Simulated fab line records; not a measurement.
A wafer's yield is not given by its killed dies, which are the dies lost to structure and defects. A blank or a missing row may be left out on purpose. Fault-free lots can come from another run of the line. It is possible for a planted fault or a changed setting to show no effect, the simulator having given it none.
Comparing a struck lot with a sound one	flow rit cmos	15 steps out of a route of 202
Sound: wafers L813.1, L813.5, L813.6. Wafers struck: L824.1, L824.2, L824.4. The cause is named last.
For every step that has rows: the tool of each side, followed by ch and its chambers, followed by its first start. Under that, the readings that differ: sound wafers	struck wafers	difference of the means	sigmas: that difference in standard deviations of wafers without a fault.
alike: same words and numbers on both sides, and readings whose means sit less than 2 such deviations apart. not compared: any withheld reading, any reading some wafer has no value for, any bound like >300 that may hide the same value, and any number with overlapping values for which the record gives no deviation.
A row with sigmas, a row that says differs or no value, or rows on one side alone: a step with any of these is where the two part. Non-overlapping numbers with no deviation appear without sigmas and do not part them. Lack of a reading on every wafer of one side parts them only where that side has two or more wafers.

first, 2 steps without rows for these wafers: RIT_PWELL_PEB_04; RIT_PWELL_DEVELOP_05 (develop time 68 s).
RIT_PWELL_OVL_MEAS_06:
  struck on overlay-01, day 4 21:39; sound on overlay-02, day 2 17:07
  alike: PWELL_OVL
then, 2 steps without rows for these wafers: RIT_PWELL_HARDBAKE_07 (time 120 s); RIT_PWELL_IMPLANT_08.
RIT_PWELL_STRIP_09: strips in O2, time 180 s.
  sound on plasma asher-04 ch 0,1, day 2 17:33; struck on plasma asher-04 ch 0,1, day 4 22:05
  alike: drypump motor current A
  not compared: rf hours counter h
RIT_PWELL_TW_MEAS_10:
  struck on film metro-02, day 4 22:16; sound on film metro-02, day 2 17:43
  alike: PWELL_TW
then, 1 step without rows for these wafers: RIT_WELLDRIVE_ANNEAL_00 (time 14700 s).
RIT_WELLDRIVE_RS_MEAS_01: uses a four-point probe to measure.
  struck on film metro-02, day 5 03:56; sound on film metro-03, day 3 01:46
reading	sound	struck	difference	sigmas
NWELL_RS (ohm/sq)	276.9 277.2 276.9	275.1 275.0 275.1	-1.9	-3
RIT_WELLDRIVE_RS_MEAS_02: uses a four-point probe to measure.
  struck on film metro-02, day 5 04:04; sound on film metro-03, day 3 01:53
  alike: PWELL_RS
then, 2 steps without rows for these wafers: RIT_NRETRO_HMDS_00 (prime time 60 s); RIT_NRETRO_COAT_01 (resist thk 1300 nm).
RIT_NRETRO_SOFTBAKE_02: time 60 s.
  sound on litho track-01 ch 0, day 3 02:18; struck on litho track-01 ch 0, day 5 04:29
reading	sound	struck	difference	sigmas
heater power total W (W)	34.55 34.59 34.62	35.38 35.36 35.23	+0.74	+14
plate temp C (C)	90.11 89.99 90.14	91.41 91.40 91.29	+1.29	+10
then, 1 step without rows for these wafers: RIT_NRETRO_EXPOSE_03 (exposes mask M4, target cd 43900 nm).
RIT_M1_PROBE_99:
  struck on prober-01, day 6 12:53; sound on prober-01, day 4 09:13
  alike: killed at contacts, killed at front end, killed dies, killed open, killed short

WHERE THEY PART
Last at RIT_NRETRO_SOFTBAKE_02 as far as this record goes, first at RIT_WELLDRIVE_RS_MEAS_01. Later steps at which nothing parts them and some readings are alike: RIT_M1_PROBE_99.

WHY: the cause the simulator had injected
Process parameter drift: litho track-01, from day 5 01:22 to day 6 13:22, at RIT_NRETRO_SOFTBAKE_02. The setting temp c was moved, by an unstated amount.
